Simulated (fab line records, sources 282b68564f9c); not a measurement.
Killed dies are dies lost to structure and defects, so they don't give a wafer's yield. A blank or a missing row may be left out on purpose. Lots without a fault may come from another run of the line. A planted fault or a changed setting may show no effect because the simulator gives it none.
A struck lot beside a sound one | flow rit_cmos | 14 steps out of a route of 202
Sound: wafers L526.1, L526.2, L526.4. Struck: wafers L523.3, L523.4, L523.6. The cause comes at the end.
At each step with rows: each side's tool, then ch and its chambers, then its first start. Under that, the readings that differ: sound wafers | struck wafers | difference of the means | sigmas: that difference in standard deviations of wafers without a fault.
alike: readings whose means differ by less than 2 such deviations, and words and numbers that are the same on both sides. not compared: withheld readings, readings that some wafer has no value for, bounds like >300 that may hide the same value, and numbers for which the record gives no deviation and whose values overlap.
The two part at a step that has a row with sigmas, a row that says differs or no value, or rows on one side only. Numbers that don't overlap but have no deviation are shown without sigmas and don't part them. A reading that every wafer of one side lacks parts them only if that side has two wafers or more.

RIT_PWELL_OVL_MEAS_06:
  sound on overlay-02, day 5 17:33; struck on overlay-01, day 5 01:26
  reading        | sound       | struck         | difference | sigmas
  PWELL_OVL (nm) | 0.5 0.8 0.4 | -2.1 -2.0 -3.3 | -3.0       | -3
then, 2 steps without rows for these wafers: RIT_PWELL_HARDBAKE_07 (time 120 s); RIT_PWELL_IMPLANT_08.
RIT_PWELL_STRIP_09: strips in O2, time 180 s.
  sound on plasma_asher-02 ch 0,1, day 5 17:59; struck on plasma_asher-02 ch 0,1, day 5 01:55
  alike: drypump_motor_current_A
  not compared: rf_hours_counter_h
RIT_PWELL_TW_MEAS_10:
  sound on film_metro-04, day 5 18:10; struck on film_metro-02, day 5 02:03
  alike: PWELL_TW
then, 1 step without rows for these wafers: RIT_WELLDRIVE_ANNEAL_00 (time 14700 s).
RIT_WELLDRIVE_RS_MEAS_01: measures by four-point-probe.
  sound on film_metro-03, day 5 23:18; struck on film_metro-04, day 5 08:17
  alike: NWELL_RS
RIT_WELLDRIVE_RS_MEAS_02: measures by four-point-probe.
  sound on film_metro-03, day 5 23:25; struck on film_metro-04, day 5 08:25
  alike: PWELL_RS
then, 4 steps without rows for these wafers: RIT_NRETRO_HMDS_00 (prime time 60 s); RIT_NRETRO_COAT_01 (resist thk 1300 nm); RIT_NRETRO_SOFTBAKE_02 (time 60 s); RIT_NRETRO_EXPOSE_03 (exposes mask M4, target cd 43900 nm).
RIT_NRETRO_PEB_04:
  sound on litho_track-02 ch 0, day 6 00:20; struck on litho_track-02, day 5 09:14
  reading         | sound          | struck | difference                    | sigmas
  exhaust_pa (Pa) | 46.5 45.4 46.6 | - - -  | no value on the struck wafers |
  not compared: chill_plate_temp_C
then, 1 step without rows for these wafers: RIT_NRETRO_DEVELOP_05 (develop time 68 s).

WHERE THEY PART
First at RIT_PWELL_OVL_MEAS_06; last, within this record, at RIT_NRETRO_PEB_04.

WHY: what the simulator had put in
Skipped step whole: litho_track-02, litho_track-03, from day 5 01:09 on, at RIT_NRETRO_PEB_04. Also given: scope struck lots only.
